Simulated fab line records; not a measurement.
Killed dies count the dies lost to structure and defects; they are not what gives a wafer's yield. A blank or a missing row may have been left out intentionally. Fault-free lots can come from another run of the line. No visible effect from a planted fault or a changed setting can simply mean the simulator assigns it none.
Tool commonality check + flow berkeleyCmos170 + Sample size 14 lots and 42 wafers

## WHY THIS WAS OPENED
At UCB170_NWELL_THK_MEAS_05 the reading NWELL_NITRIDE_THK is flagged on 2 of 14 lots. Fault-free wafers read 223.1 nm, with a standard deviation of 2.9.
Rule: flag the lot when none of its wafers has a number, or when each of its wafers that has one lies beyond 4 standard deviations from that mean. The other lots count as sound.

| lot  | measured    | on           | NWELL_NITRIDE_THK (nm), wafer by wafer | flag    |
|------|-------------|--------------|----------------------------------------|---------|
| L248 | day 2 07:55 | filmMetro-03 | 225.0 226.3 224.4                      |         |
| L250 | day 2 22:07 | filmMetro-04 | 229.5 229.5 229.2                      |         |
| L251 | day 3 02:41 | filmMetro-02 | 219.2 220.0 221.1                      |         |
| L252 | day 3 08:43 | filmMetro-03 | 224.1 224.5 223.9                      |         |
| L256 | day 4 02:13 | filmMetro-03 | 227.2 228.7 227.1                      |         |
| L260 | day 5 01:42 | filmMetro-03 | 350.0 350.2 351.7                      | FLAGGED |
| L261 | day 5 01:42 | filmMetro-04 | 356.1 353.0 355.0                      | FLAGGED |
| L263 | day 5 08:17 | filmMetro-02 | 217.9 216.8 218.3                      |         |
| L262 | day 5 08:17 | filmMetro-04 | 221.5 219.4 221.2                      |         |
| L264 | day 5 14:02 | filmMetro-02 | 220.0 221.0 219.6                      |         |
| L266 | day 6 04:50 | filmMetro-02 | 221.8 221.9 221.2                      |         |
| L267 | day 6 04:50 | filmMetro-04 | 225.1 224.5 223.3                      |         |
| L268 | day 6 10:33 | filmMetro-02 | 220.5 220.4 219.4                      |         |
| L269 | day 6 10:35 | filmMetro-02 | 221.3 224.0 222.6                      |         |
On average the flagged lots' numbers are 352.7 nm, which is +129.6 nm against the usual, or +45 standard deviations.

## TOOL THAT RAN EACH LOT
The record holds 1 process step before the reading, out of a route of 331 steps. Read each cell as the tool, then ch plus the chambers that the sampled wafers visited, then the start.
| lot  | flag    | UCB170_NWELL_CVD_04        |
|------|---------|----------------------------|
| L248 |         | lpcvd-01 ch 0, day 2 05:58 |
| L250 |         | lpcvd-01 ch 1, day 2 20:10 |
| L251 |         | lpcvd-02 ch 0, day 3 00:46 |
| L252 |         | lpcvd-01 ch 0, day 3 06:46 |
| L256 |         | lpcvd-01 ch 1, day 4 00:14 |
| L260 | FLAGGED | lpcvd-01 ch 0, day 4 23:46 |
| L261 | FLAGGED | lpcvd-01 ch 1, day 4 23:46 |
| L263 |         | lpcvd-02 ch 0, day 5 06:21 |
| L262 |         | lpcvd-02 ch 0, day 5 06:21 |
| L264 |         | lpcvd-02 ch 0, day 5 12:06 |
| L266 |         | lpcvd-02 ch 0, day 6 02:55 |
| L267 |         | lpcvd-02 ch 0, day 6 02:55 |
| L268 |         | lpcvd-02 ch 1, day 6 08:29 |
| L269 |         | lpcvd-02 ch 1, day 6 08:29 |
These steps, and what they do:
- UCB170_NWELL_CVD_04: deposits Si3N4 from SiH2Cl2/NH3, target thk 224 nm, time 3360 s.
- UCB170_NWELL_THK_MEAS_05

## FLAGGED AGAINST TOTAL, ONE TOOL AT A TIME (gauges that did the reading follow at the end)
| step                     | tool         | lots run | flagged | share of the flagged lots | sound lots run after its first flagged lot |
|--------------------------|--------------|----------|---------|---------------------------|--------------------------------------------|
| UCB170_NWELL_CVD_04      | lpcvd-01     | 6        | 2       | all                       | 0                                          |
| UCB170_NWELL_CVD_04      | lpcvd-02     | 8        | 0       | none                      | -                                          |
| UCB170_NWELL_THK_MEAS_05 | filmMetro-02 | 6        | 0       | none                      | -                                          |
| UCB170_NWELL_THK_MEAS_05 | filmMetro-03 | 4        | 1       | some                      | 0                                          |
| UCB170_NWELL_THK_MEAS_05 | filmMetro-04 | 4        | 1       | some                      | 2 (L262,L267)                              |

## WHAT IS ALLOWED BY THE TABLE
Rows of the table that ran each flagged lot: 1, that is lpcvd-01 at UCB170_NWELL_CVD_04.
- lpcvd-01 at UCB170_NWELL_CVD_04: 2 of its 6 lots flagged. Last sound lot L256 at day 4 00:14, first flagged lot L260 at day 4 23:46; a fault beginning in between fits.
lpcvd-01 at UCB170_NWELL_CVD_04 is the single tool remaining.

## WHAT WAS PUT IN BY THE SIMULATOR
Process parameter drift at UCB170_NWELL_CVD_04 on lpcvd-01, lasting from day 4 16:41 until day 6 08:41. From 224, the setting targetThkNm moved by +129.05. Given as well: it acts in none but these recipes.
Struck lots among those shown: L260, L261. The rule above reached the same finding.
